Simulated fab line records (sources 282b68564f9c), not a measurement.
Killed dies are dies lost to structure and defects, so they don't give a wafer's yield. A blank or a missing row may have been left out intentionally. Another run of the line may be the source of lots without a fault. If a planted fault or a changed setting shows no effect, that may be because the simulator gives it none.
Which of the tools did it?	flow rit-cmos	15 lots with 45 wafers sampled at 3 steps, on a route of 202 steps

WHAT EACH GAUGE READ, for each wafer
RIT_GATE_CD_MEAS_16: target cd 150 nm.
lot	measured	on	cd-nm (nm)
L621	day 2 16:05	cd-sem-01	147.0 147.6 146.5
L622	day 2 18:41	cd-sem-02	151.0 150.5 156.6
L623	day 3 03:54	cd-sem-02	153.3 152.2 151.4
L624	day 3 05:17	cd-sem-02	150.8 149.9 151.7
L625	day 3 12:51	cd-sem-02	154.2 153.5 153.3
L626	day 3 17:53	cd-sem-02	152.6 155.9 155.5
L627	day 4 00:28	cd-sem-02	155.2 156.0 154.2
L630	day 4 16:12	cd-sem-02	147.9 154.1 152.1
L634	day 5 10:11	cd-sem-01	153.2 153.0 151.9
L635	day 5 16:25	cd-sem-02	- - -
L637	day 5 23:06	cd-sem-02	- - -
L638	day 6 05:19	cd-sem-01	- - -
L640	day 6 12:57	cd-sem-02	148.5 147.9 149.5
L641	day 6 22:48	cd-sem-01	150.8 150.3 150.6
L644	day 7 22:13	cd-sem-01	148.4 149.3 148.8

RIT_GATE_CD_MEAS_90: target cd 150 nm.
lot	measured	on	cd-nm (nm)
L621	day 2 16:43	cd-sem-02	147.2 147.1 146.2
L622	day 2 19:16	cd-sem-01	150.8 150.9 156.0
L623	day 3 04:29	cd-sem-01	153.4 152.5 151.6
L624	day 3 05:52	cd-sem-01	150.9 150.5 151.8
L625	day 3 13:26	cd-sem-02	154.0 153.4 154.0
L626	day 3 18:29	cd-sem-01	152.9 156.1 155.4
L627	day 4 01:05	cd-sem-01	154.9 156.1 154.4
L630	day 4 16:47	cd-sem-02	148.0 153.6 152.6
L634	day 5 10:46	cd-sem-01	153.3 153.2 151.7
L635	day 5 17:01	cd-sem-01	- - -
L637	day 5 23:41	cd-sem-01	- - -
L638	day 6 05:55	cd-sem-01	- - -
L640	day 6 13:32	cd-sem-02	148.4 147.9 149.3
L641	day 6 23:23	cd-sem-01	150.7 150.7 150.4
L644	day 7 22:48	cd-sem-02	148.4 149.4 148.3

WHAT TOOL EACH LOT RAN ON (gives the tool, then ch and the chambers of the sampled wafers, and finally the start)
lot	RIT_GATE_EXPOSE_13
L621	iline-stepper-01 ch 0, day 2 15:37
L622	iline-stepper-01 ch 0, day 2 18:17
L623	iline-stepper-02 ch 0, day 3 03:30
L624	iline-stepper-01 ch 0, day 3 04:53
L625	iline-stepper-01 ch 0, day 3 12:27
L626	iline-stepper-01 ch 0, day 3 17:29
L627	iline-stepper-02 ch 0, day 4 00:00
L630	iline-stepper-01 ch 0, day 4 15:48
L634	iline-stepper-01 ch 0, day 5 09:47
L635	iline-stepper-02 ch 0, day 5 16:01
L637	iline-stepper-02 ch 0, day 5 22:42
L638	iline-stepper-02 ch 0, day 6 04:55
L640	iline-stepper-01 ch 0, day 6 12:33
L641	iline-stepper-01 ch 0, day 6 22:24
L644	iline-stepper-01 ch 0, day 7 21:49
- RIT_GATE_EXPOSE_13: exposes mask M6, target cd 150 nm.

AS READ BY THE TOOLS THEMSELVES (means over the sampled wafers that have a number; for cases with no such wafer, the mark the record gives instead)
RIT_GATE_EXPOSE_13.
lot	tool	exposure-dose-mJ-cm2	focus-offset-nm (nm)
L621	iline-stepper-01	379.8	-0.5
L622	iline-stepper-01	380.0	0.3
L623	iline-stepper-02	380.0	-0.4
L624	iline-stepper-01	379.6	-0.5
L625	iline-stepper-01	380.5	-0.2
L626	iline-stepper-01	379.5	-1.0
L627	iline-stepper-02	380.2	0.5
L630	iline-stepper-01	379.8	-0.6
L634	iline-stepper-01	380.0	-0.5
L635	iline-stepper-02	379.8	0.0
L637	iline-stepper-02	379.6	0.1
L638	iline-stepper-02	380.1	0.5
L640	iline-stepper-01	379.9	-0.2
L641	iline-stepper-01	380.2	-0.8
L644	iline-stepper-01	380.4	-0.2

THE ANSWER, worked out from the rows above alone
Rule: the usual values come from the lots themselves. Put in order of their means at a reading, lots are off if they are a third of the lots or fewer, leave a main group of 4 or more, and stand apart from it by a gap of 3 or more times the standard deviation of the main group's means; of several such gaps the widest counts. A main group is skipped when, at the precision printed for the reading in the tables above, its means are all equal. A lot without any number at a reading at which 4 lots or more have one is off too. Where the step has rows for the other lots, those lots are counted as sound. After the gauges, taken in route order, come the tools' own readings; for these a lot's mean is taken, as printed above. At the first step where some lot is off, the reading lying furthest off is the one used; lots without a number count as furthest.
Off: L635, L637, L638 (RIT_GATE_CD_MEAS_16, cd-nm). Without a number there: L635, L637, L638. The main group has a mean of 151.5 nm with a standard deviation of 2.4.
A tool fits if, at a process step before that reading, it ran every lot that is off, and no sound lot after the first of them. The gauges at RIT_GATE_CD_MEAS_16 are tried like those tools. One candidate fits, namely iline-stepper-02 at RIT_GATE_EXPOSE_13. A fault onset in the window from L627 (day 4 00:00, its last sound lot) to L635 (day 5 16:01, its first lot off) fits.

WHAT THE SIMULATOR HAD PUT IN
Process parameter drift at RIT_GATE_EXPOSE_13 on iline-stepper-02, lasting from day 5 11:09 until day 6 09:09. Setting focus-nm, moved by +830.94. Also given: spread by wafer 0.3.
Lots struck among those shown: L635, L637, L638. Same finding as the rule above.
